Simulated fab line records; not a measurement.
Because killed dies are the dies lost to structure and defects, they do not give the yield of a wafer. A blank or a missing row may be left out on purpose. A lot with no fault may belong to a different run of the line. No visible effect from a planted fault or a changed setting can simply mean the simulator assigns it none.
The same fault as seen by 2 desks / flow berkeleyCmos170 / each desk holds nothing but its own numbers, with what lay behind them at the end

DESK OF THE TOOL OWNER: pecvd-02
The tool's own readings at UCB170_V2_CVD_00 (deposits SiO2 from TEOS/O2, target thk 2000 nm, time 250 s): means of the sampled wafers that have a number, for each lot that ran on this tool. Marked OUT: a lot whose mean sits more than 4 standard deviations from the usual mean, which makes it out of limits; the brackets give that distance.
Columns: A = heaterPowerW at UCB170_V2_CVD_00, usual 224 W; B = pressureMtorr at UCB170_V2_CVD_00, usual 9000 mTorr
lot=L707; first seen here=day 7 19:32; A=246; B=8994
lot=L713; first seen here=day 9 05:54; A=231; B=8993
lot=L714; first seen here=day 9 09:55; A=213; B=9008
lot=L720; first seen here=day 10 13:49; A=214; B=8984
lot=L718; first seen here=day 10 15:21; A=246; B=9000
lot=L726; first seen here=day 11 04:05; A=204; B=9012
lot=L727; first seen here=day 11 20:53; A=224; B=8997
Result from this desk: across the 7 lots, nothing is out of limits.

FROM THE METROLOGY DESK
Lot by lot, what the gauges showed, no matter which tool ran the lot: averages of those sampled wafers that carry a number. Marked OUT: a lot whose mean sits more than 4 standard deviations from the usual mean, which makes it out of limits; the brackets give that distance.
Columns: A = V2_TEOS_THK at UCB170_V2_THK_MEAS_01, usual 2002 nm
lot=L710; first seen here=day 7 19:33; A=2003
lot=L707; first seen here=day 7 19:41; A=1993
lot=L708; first seen here=day 7 23:15; A=2041
lot=L709; first seen here=day 7 23:30; A=2037
lot=L713; first seen here=day 9 06:03; A=2005
lot=L714; first seen here=day 9 10:04; A=2007
lot=L715; first seen here=day 9 14:23; A=1977
lot=L720; first seen here=day 10 13:58; A=1970
lot=L721; first seen here=day 10 14:41; A=2036
lot=L718; first seen here=day 10 15:31; A=2006
lot=L717; first seen here=day 10 15:37; A=2015
lot=L725; first seen here=day 11 03:57; A=2028
lot=L726; first seen here=day 11 04:14; A=3820 (+57) OUT
lot=L727; first seen here=day 11 21:04; A=3859 (+58) OUT
Finding of this desk: L726, L727 out of limits, first seen on L726 at day 11 04:14 (V2_TEOS_THK at UCB170_V2_THK_MEAS_01). L710, L707, L708, L709, L713, L714, L715, L720, L721, L718, L717, L725: within limits.

BROUGHT TOGETHER
The metrology desk could have raised an alarm at day 11 04:14, on L726, L727.
The tool owner's desk saw nothing out of limits.
On record at the tool owner's desk: L726, L727, within its limits.
UCB170_V2_CVD_00 was run on pecvd-02 by each of the lots named.

WHAT THE SIMULATOR PUT IN
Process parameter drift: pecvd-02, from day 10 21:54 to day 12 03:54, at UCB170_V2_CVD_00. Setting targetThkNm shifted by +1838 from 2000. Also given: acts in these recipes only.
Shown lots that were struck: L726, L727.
Per desk, hours elapsed from the start of the fault to the first reading out of limits: for the metrology desk, 6.
